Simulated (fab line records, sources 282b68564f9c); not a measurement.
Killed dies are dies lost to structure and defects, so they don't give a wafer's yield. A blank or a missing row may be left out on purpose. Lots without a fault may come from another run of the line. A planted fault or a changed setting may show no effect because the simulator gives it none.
fab line records | flow rit_cmos
record lots=14 wafers=42 last_day=7
route steps=202 shown GATE@93 REOX@102 NLDD@113 SPACER@128 M1@202
lots that met no fault: from a run of the same line without faults
start_h: hours from the record's first day to the start of the lot's first wafer shown | wait_h: hours since the lot's step before | " the same as in the row above | L1.1+2: a row that stands for several wafers | - no value, or no start given | * or withheld: withheld | < > ~ a bound
route shown NAME@n: a module of which the file shows steps, and the number in the route of the first | usual: mean/standard deviation of fault-free wafers | same: alike in all rows | chamber/n: place in a boat | sites: the reading at each site | _std_site: their standard deviation | _edge_site: outer sites' mean less inner sites' | radius_mm: how far each site lies from the wafer's centre | mask NAME#n: copy n | behind: the tool/chamber that last shaped the wafer | hold: why the lot was held/for how many hours/how that ended | device: the transistor (n, p or np) that didn't switch | end of line: the same wafers' tests at the end of the route | a step without rows: its recipe alone | killed: dies lost to structure and defects at the first sort, not the wafer's yield | map: a wafer's dies, x killed, . not, _ none there
set.NAME: the setting as run; set.NAME@STEP: as run at that earlier step | model.NAME: the simulator's own value behind a step, which no gauge read
steps of the route over a sample of lots; a table a step, a row a wafer
services: from which hour (start_h, from the record's first day; less than 0 if before it) a tool's chamber was out of use, for how many hours, and why
## steps
# step RIT_GATE_OVL_MEAS_17
# usual GATE_OVL=0.2/1.3
# columns lot.wafer tool chamber start_h wait_h GATE_OVL[nm]
L858.4 overlay-01 - 38.56 0.1 -0.6
L858.5 " - " " 0.7
L858.6 " - " " -0.9
L861.1 overlay-01 - 54.48 0.1 2.1
L861.4 " - " " 0.9
L861.5 " - " " 1.5
L862.2 overlay-01 - 57.53 0.1 -1.1
L862.3 " - " " 1.8
L862.6 " - " " 1.3
L863.2 overlay-01 - 62.52 0.1 -0.4
L863.4 " - " " -2.0
L863.6 " - " " -0.2
L864.3 overlay-02 - 68.37 0.1 0.9
L864.5 " - " " 1.3
L864.6 " - " " 0.1
L865.2 overlay-02 - 73.15 0.1 -1.8
L865.4 " - " " -2.0
L865.6 " - " " -0.7
L866.1 overlay-02 - 78.95 0.1 1.0
L866.4 " - " " 0.7
L866.5 " - " " 0.6
L868.2 overlay-02 - 88.23 0.1 -0.7
L868.5 " - " " -0.2
L868.6 " - " " -1.5
L869.1 overlay-02 - 93.30 0.1 -0.3
L869.4 " - " " -0.8
L869.5 " - " " -0.5
L872.1 overlay-02 - 107.40 0.1 -0.4
L872.5 " - " " 1.3
L872.6 " - " " 1.6
L873.1 overlay-01 - 115.10 0.1 1.7
L873.2 " - " " 3.9
L873.5 " - " " 2.2
L874.2 overlay-02 - 118.34 0.1 -0.8
L874.3 " - " " 0.8
L874.4 " - " " -1.8
L877.2 overlay-02 - 131.74 0.1 0.5
L877.5 " - " " 0.1
L877.6 " - " " -1.3
L879.4 overlay-01 - 143.06 0.1 0.4
L879.5 " - " " -0.4
L879.6 " - " " 0.4
# step RIT_REOX_THK_MEAS_04
# recipe reads=SiO2_of_REOX_OXIDATION_03
# usual REOX_OXIDE_THK=25.3/0.49
# columns lot.wafer tool chamber start_h wait_h REOX_OXIDE_THK[nm]
L858.4 film_metro-01 - 42.11 0.0 25.3
L858.5 " - " " 25.7
L858.6 " - " " 25.6
L861.1 film_metro-03 - 57.99 0.0 25.7
L861.4 " - " " 26.0
L861.5 " - " " 25.8
L862.2 film_metro-01 - 61.04 0.0 26.1
L862.3 " - " " 26.1
L862.6 " - " " 26.1
L863.2 film_metro-01 - 66.17 0.0 25.3
L863.4 " - " " 25.1
L863.6 " - " " 25.5
L864.3 film_metro-03 - 72.43 0.0 25.0
L864.5 " - " " 25.0
L864.6 " - " " 24.8
L865.2 film_metro-04 - 77.48 0.0 24.7
L865.4 " - " " 24.5
L865.6 " - " " 24.5
L866.1 film_metro-03 - 82.64 0.0 25.9
L866.4 " - " " 25.6
L866.5 " - " " 25.8
L868.2 film_metro-01 - 91.76 0.0 25.3
L868.5 " - " " 25.4
L868.6 " - " " 24.4
L869.1 film_metro-04 - 97.10 0.0 24.9
L869.4 " - " " 25.0
L869.5 " - " " 24.8
L872.1 film_metro-04 - 110.92 0.0 25.3
L872.5 " - " " 25.3
L872.6 " - " " 25.3
L873.1 film_metro-01 - 118.61 0.0 24.8
L873.2 " - " " 24.8
L873.5 " - " " 24.8
L874.2 film_metro-04 - 121.85 0.0 25.8
L874.3 " - " " 25.7
L874.4 " - " " 25.7
L877.2 film_metro-01 - 135.25 0.0 25.0
L877.5 " - " " 25.1
L877.6 " - " " 25.5
L879.4 film_metro-04 - 146.59 0.0 24.9
L879.5 " - " " 25.1
L879.6 " - " " 24.5
# step RIT_NLDD_TW_MEAS_10
# usual NLDD_TW=2457/16
# columns lot.wafer tool chamber start_h wait_h NLDD_TW
L858.4 film_metro-02 - 43.65 0.1 2471
L858.5 " - " " 2475
L858.6 " - " " 2470
L861.1 film_metro-03 - 59.41 0.1 2461
L861.4 " - " " 2446
L861.5 " - " " 2448
L862.2 film_metro-04 - 62.52 0.1 2460
L862.3 " - " " 2445
L862.6 " - " " 2454
L863.2 film_metro-02 - 67.72 0.1 2481
L863.4 " - " " 2473
L863.6 " - " " 2476
L864.3 film_metro-02 - 73.98 0.1 2472
L864.5 " - " " 2475
L864.6 " - " " 2482
L865.2 film_metro-03 - 79.32 0.1 2452
L865.4 " - " " 2461
L865.6 " - " " 2442
L866.1 film_metro-03 - 84.06 0.1 2439
L866.4 " - " " 2454
L866.5 " - " " 2450
L868.2 film_metro-02 - 93.19 0.1 2471
L868.5 " - " " 2468
L868.6 " - " " 2480
L869.1 film_metro-03 - 98.63 0.1 2438
L869.4 " - " " 2448
L869.5 " - " " 2451
L872.1 film_metro-02 - 112.46 0.1 2458
L872.5 " - " " 2453
L872.6 " - " " 2450
L873.1 film_metro-04 - 120.28 0.1 2441
L873.2 " - " " 2447
L873.5 " - " " 2452
L874.2 film_metro-03 - 123.27 0.1 2430
L874.3 " - " " 2434
L874.4 " - " " 2447
L877.2 film_metro-04 - 136.81 0.1 2447
L877.5 " - " " 2452
L877.6 " - " " 2449
L879.4 film_metro-04 - 148.01 0.1 2448
L879.5 " - " " 2465
L879.6 " - " " 2453
# step RIT_SPACER_CVD_03
# recipe material=Si3N4 target_thk_nm=250 temp_c=810 precursor=SiH2Cl2/NH3 time_s=3300 pressure_mtorr=300 sih2cl2_flow_sccm=60 nh3_flow_sccm=150
# usual pressure_mtorr=300.0/0.59 zone_power_source_pct=20.2/1.7
# columns lot.wafer tool chamber start_h wait_h pressure_mtorr zone_power_source_pct
L858.4 lpcvd-01 0 45.49 0.0 299.6 21.0
L858.5 " 0 " " 299.3 21.2
L858.6 " 0 " " 299.6 20.9
L861.1 lpcvd-02 1 61.25 0.0 300.1 20.7
L861.4 " 1 " " 299.8 20.4
L861.5 " 1 " " 299.0 20.7
L862.2 lpcvd-01 1 64.36 0.0 300.2 17.6
L862.3 " 1 " " 301.5 17.2
L862.6 " 1 " " 299.7 17.2
L863.2 lpcvd-02 1 69.72 0.0 300.5 20.9
L863.4 " 1 " " 300.0 21.1
L863.6 " 1 " " 300.6 20.6
L864.3 lpcvd-01 1 75.88 0.0 299.4 17.6
L864.5 " 1 " " 300.1 17.4
L864.6 " 1 " " 299.6 17.4
L865.2 lpcvd-02 1 81.19 0.0 299.5 20.8
L865.4 " 1 " " 299.3 20.9
L865.6 " 1 " " 299.3 21.0
L866.1 lpcvd-01 0 85.90 0.0 300.1 20.6
L866.4 " 0 " " 299.1 20.8
L866.5 " 0 " " 299.9 20.8
L868.2 lpcvd-01 0 95.03 0.0 299.9 20.8
L868.5 " 0 " " 300.0 20.5
L868.6 " 0 " " 299.4 20.6
L869.1 lpcvd-01 1 100.64 0.0 300.8 17.4
L869.4 " 1 " " 299.3 17.8
L869.5 " 1 " " 299.3 17.4
L872.1 lpcvd-02 1 114.44 0.0 299.9 20.7
L872.5 " 1 " " 299.5 20.8
L872.6 " 1 " " 299.7 20.7
L873.1 lpcvd-02 0 122.13 0.0 299.3 23.3
L873.2 " 0 " " 299.2 23.3
L873.5 " 0 " " 299.4 23.5
L874.2 lpcvd-02 1 125.20 0.0 300.2 21.1
L874.3 " 1 " " 299.9 20.6
L874.4 " 1 " " 301.4 20.8
L877.2 lpcvd-02 1 138.65 0.0 299.8 21.1
L877.5 " 1 " " 300.5 21.0
L877.6 " 1 " " 300.5 21.3
L879.4 lpcvd-02 1 149.99 0.0 300.4 20.8
L879.5 " 1 " " 299.6 21.0
L879.6 " 1 " " 300.5 21.0
# step RIT_SPACER_THK_MEAS_04
# recipe reads=Si3N4_of_SPACER_CVD_03
# usual SPACER_NITRIDE_THK=249.2/2.5
# columns lot.wafer tool chamber start_h wait_h SPACER_NITRIDE_THK[nm]
L858.4 film_metro-02 - 47.44 0.0 246.8
L858.5 " - " " 246.1
L858.6 " - " " 246.7
L861.1 film_metro-01 - 64.13 0.0 248.3
L861.4 " - " " 246.4
L861.5 " - " " 247.4
L862.2 film_metro-02 - 66.28 0.0 250.3
L862.3 " - " " 249.3
L862.6 " - " " 248.6
L863.2 film_metro-02 - 72.60 0.0 249.0
L863.4 " - " " 245.7
L863.6 " - " " 245.1
L864.3 film_metro-01 - 77.82 0.0 252.1
L864.5 " - " " 248.6
L864.6 " - " " 250.4
L865.2 film_metro-01 - 84.07 0.0 248.1
L865.4 " - " " 245.9
L865.6 " - " " 248.5
L866.1 film_metro-03 - 87.82 0.0 248.1
L866.4 " - " " 248.5
L866.5 " - " " 249.3
L868.2 film_metro-01 - 96.96 0.0 268.2
L868.5 " - " " 268.4
L868.6 " - " " 268.8
L869.1 film_metro-03 - 102.55 0.0 265.4
L869.4 " - " " 264.1
L869.5 " - " " 265.2
L872.1 film_metro-03 - 118.75 0.0 249.9
L872.5 " - " " 250.6
L872.6 " - " " 250.8
L873.1 film_metro-02 - 125.00 0.0 250.3
L873.2 " - " " 250.2
L873.5 " - " " 250.1
L874.2 film_metro-01 - 128.09 0.0 249.0
L874.3 " - " " 248.3
L874.4 " - " " 249.2
L877.2 film_metro-02 - 141.53 0.0 246.2
L877.5 " - " " 244.6
L877.6 " - " " 247.8
L879.4 film_metro-02 - 152.89 0.0 250.7
L879.5 " - " " 250.0
L879.6 " - " " 249.7
# step RIT_SPACER_ETCHBACK_05
# recipe target_depth_a=2500 SF6_flow_sccm=30 CHF3_flow_sccm=30 target=Si3N4 chemistry=SF6/CHF3 pressure_mtorr=40 rf_w=250 time_s=240 stop_on=SiO2
# usual drypump_motor_current_A=5.7/0.4 oes_product_au=0.842/0.013 throttle_valve_pct=10.32/0.14
# columns lot.wafer tool chamber start_h wait_h drypump_motor_current_A oes_product_au rf_hours_counter_h throttle_valve_pct
L858.4 rie_diel-03 2 47.47 0.0 5.5 0.840 5 10.56
L858.5 " 3 " " 5.9 0.815 - 10.33
L858.6 " 0 " " 5.3 0.863 - 10.40
L861.1 rie_diel-04 1 64.19 0.1 5.9 0.843 28 10.05
L861.4 " 0 " " 5.7 0.819 120 10.48
L861.5 " 2 " " 6.0 0.847 - 10.23
L862.2 rie_diel-02 3 66.33 0.0 6.3 0.861 14 10.26
L862.3 " 2 " " 5.7 0.849 51 10.38
L862.6 " 0 " " 6.1 0.842 - 10.23
L863.2 rie_diel-02 0 72.65 0.0 6.1 0.839 74 10.23
L863.4 " 3 " " 6.3 0.854 14 10.23
L863.6 " 0 " " 6.1 0.837 - 10.24
L864.3 rie_diel-04 3 77.86 0.0 4.9 0.840 111 10.19
L864.5 " 0 " " 5.7 0.827 - 10.46
L864.6 " 1 " " 5.9 0.845 - 10.04
L865.2 rie_diel-04 1 84.12 0.0 6.0 0.842 29 10.05
L865.4 " 0 " " 5.7 0.824 121 10.47
L865.6 " 1 " " 5.9 0.844 - 10.05
L866.1 rie_diel-02 1 87.88 0.1 5.5 0.835 65 10.56
L866.4 " 2 " " 5.6 0.845 51 10.37
L866.5 " 0 " " 6.0 0.842 - 10.23
L868.2 rie_diel-03 2 97.01 0.0 5.5 0.888 6 10.58
L868.5 " 0 " " 5.4 0.921 - 10.43
L868.6 " 1 " " 5.9 0.883 - 10.46
L869.1 rie_diel-04 2 102.61 0.1 6.0 0.883 37 10.26
L869.4 " 3 " " 4.9 0.873 111 10.20
L869.5 " 1 " " 5.9 0.890 - 10.08
L872.1 rie_diel-04 3 118.81 0.1 4.9 0.832 112 10.17
L872.5 " 3 " " 4.9 0.845 - 10.17
L872.6 " 0 " " 5.7 0.834 - 10.47
L873.1 rie_diel-04 3 125.06 0.1 4.9 0.834 112 10.17
L873.2 " 0 " " 5.7 0.835 122 10.48
L873.5 " 3 " " 4.9 0.840 - 10.17
L874.2 rie_diel-02 1 128.14 0.0 5.6 0.839 65 10.56
L874.3 " 3 " " 6.4 0.863 15 10.23
L874.4 " 0 " " 6.1 0.849 75 10.25
L877.2 rie_diel-02 3 141.58 0.0 6.3 0.847 15 10.24
L877.5 " 1 " " 5.6 0.822 - 10.56
L877.6 " 2 " " 5.6 0.834 - 10.38
L879.4 rie_diel-04 2 153.00 0.1 6.0 0.847 - 10.24
L879.5 " 2 " " 6.0 0.849 - 10.23
L879.6 " 3 " " 4.9 0.836 - 10.17
# step RIT_M1_PROBE_99
# usual killed_at_M0_to_M3=0.0/0.16 killed_at_contacts=0.0/0.18 killed_at_front_end=7/3.1 killed_dies=7/3.1 killed_open=3.5/2.1 killed_short=3.5/2
# same gross_dies=264 killed_at_M4_up=0 killed_at_back_side=0 killed_at_other=0
# columns lot.wafer tool chamber start_h wait_h killed_at_M0_to_M3 killed_at_contacts killed_at_front_end killed_dies killed_open killed_short
L861.1 prober-02 - 75.31 0.1 0 0 6 6 4 2
L861.4 prober-02 - 75.46 0.2 0 0 9 9 4 5
L861.5 prober-02 - 75.51 0.2 0 0 2 2 1 1
L866.1 prober-01 - 98.74 0.1 0 0 5 5 3 2
L866.4 prober-01 - 98.89 0.2 0 1 4 5 4 1
L866.5 prober-01 - 98.94 0.2 0 0 8 8 3 5
L868.2 prober-01 - 108.01 0.1 0 0 7 7 3 4
L868.5 prober-01 - 108.16 0.2 0 0 4 4 1 3
L868.6 prober-01 - 108.21 0.2 0 0 7 7 3 4
L869.1 prober-02 - 113.50 0.1 0 0 1 1 0 1
L869.4 prober-02 - 113.65 0.2 0 0 3 3 1 2
L869.5 prober-02 - 113.70 0.2 0 0 5 5 3 2
L874.2 prober-01 - 139.35 0.1 0 0 8 8 2 6
L874.3 prober-01 - 139.40 0.2 0 0 4 4 1 3
L874.4 prober-01 - 139.45 0.2 0 0 7 7 4 3
L877.2 prober-02 - 152.66 0.1 0 0 4 4 3 1
L877.5 prober-02 - 152.81 0.2 0 0 6 6 2 4
L877.6 prober-02 - 152.86 0.2 0 0 9 9 6 3
# killed by level:class
L861.1 FOX2:geometric_particle:open=2 REOX:geometric_particle:short=1 SPACER:geometric_particle:short=1 SPACER:geometric_particle:open=1 SILICIDE:geometric_particle:open=1
L861.4 FOX2:geometric_particle:open=3 REOX:geometric_particle:short=3 GATE:geometric_particle:short=1 SPACER:geometric_particle:open=1 SILICIDE:geometric_particle:short=1
L861.5 GATE:geometric_particle:short=1 SILICIDE:geometric_particle:open=1
L866.1 FOX1:geometric_particle:short=1 FOX2:geometric_particle:open=1 GATE:geometric_particle:open=1 SPACER:geometric_particle:open=1 SPACER:geometric_particle:short=1
L866.4 GATE:geometric_particle:open=2 FOX1:geometric_particle:open=1 FOX2:geometric_particle:open=1 CONTACT:geometric_particle:short=1
L866.5 FOX1:geometric_particle:short=2 GATE:geometric_particle:open=2 SPACER:geometric_particle:short=2 REOX:geometric_particle:short=1 REOX:geometric_particle:open=1
L868.2 FOX1:geometric_particle:short=3 FOX1:geometric_particle:open=1 GATE:geometric_particle:short=1 GATE:geometric_particle:open=1 SILICIDE:geometric_particle:open=1
L868.5 FOX1:geometric_particle:short=1 GATE:geometric_particle:short=1 REOX:geometric_particle:short=1 SILICIDE:geometric_particle:open=1
L868.6 GATE:geometric_particle:open=2 GATE:geometric_particle:short=2 SILICIDE:geometric_particle:short=2 REOX:geometric_particle:open=1
L869.1 FOX1:geometric_particle:short=1
L869.4 GATE:geometric_particle:short=2 REOX:geometric_particle:open=1
L869.5 GATE:geometric_particle:open=3 SILICIDE:geometric_particle:short=1 GATE:geometric_particle:short=1
L874.2 SPACER:geometric_particle:short=3 REOX:geometric_particle:short=2 FOX1:geometric_particle:open=1 FOX2:geometric_particle:short=1 REOX:geometric_particle:open=1
L874.3 SPACER:geometric_particle:short=2 FOX1:geometric_particle:short=1 FOX1:geometric_particle:open=1
L874.4 SPACER:geometric_particle:open=2 GATE:geometric_particle:open=1 GATE:geometric_particle:short=1 REOX:geometric_particle:short=1 REOX:geometric_particle:open=1 SPACER:geometric_particle:short=1
L877.2 FOX2:geometric_particle:open=1 GATE:geometric_particle:short=1 REOX:geometric_particle:open=1 SPACER:geometric_particle:open=1
L877.5 GATE:geometric_particle:short=3 SPACER:geometric_particle:open=2 SILICIDE:geometric_particle:short=1
L877.6 FOX2:geometric_particle:open=2 SPACER:geometric_particle:short=2 FOX1:geometric_particle:open=1 GATE:geometric_particle:open=1 REOX:geometric_particle:open=1 SPACER:geometric_particle:open=1 SILICIDE:geometric_particle:short=1
## services
# columns tool chamber start_h hours kind
rie_diel-02 1 39.79 25.5 repair
rie_diel-03 0 111.88 6.7 repair
rie_diel-04 1 117.84 48.6 repair
rie_diel-04 2 117.98 7.4 repair
rie_diel-04 2 125.64 3.9 repair
rie_diel-03 0 128.77 15.3 repair
rie_diel-04 0 146.58 7.0 repair
## key
first_sign step=RIT_SPACER_THK_MEAS_04 reading=SPACER_NITRIDE_THK direction=up sigmas=7 usual=249.2 struck=266.7
effect step=RIT_SPACER_ETCHBACK_05 reading=oes_product_au direction=up sigmas=3.7 usual=0.842 struck=0.890
met_at RIT_SPACER_CVD_03
struck_lots L868,L869
tester_left_out L868,L869
not_acting_at RIT_GATE_OVL_MEAS_17,RIT_REOX_THK_MEAS_04,RIT_NLDD_TW_MEAS_10
onset_between 85.90 95.03
fault kind=process_parameter_drift tool=lpcvd-01 chamber=- onset_h=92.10 steps=RIT_SPACER_CVD_03 channel=time_s offset=* shape=step end_h=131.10 acts_in=* stated=*
# tester_left_out: of these lots the tester's yield and bins aren't shown, on N5 and GAA mostly nor the transistor test; their killed dies are dies lost to structure and defects alone, not to doping, threshold or leakage, so they don't give the yield
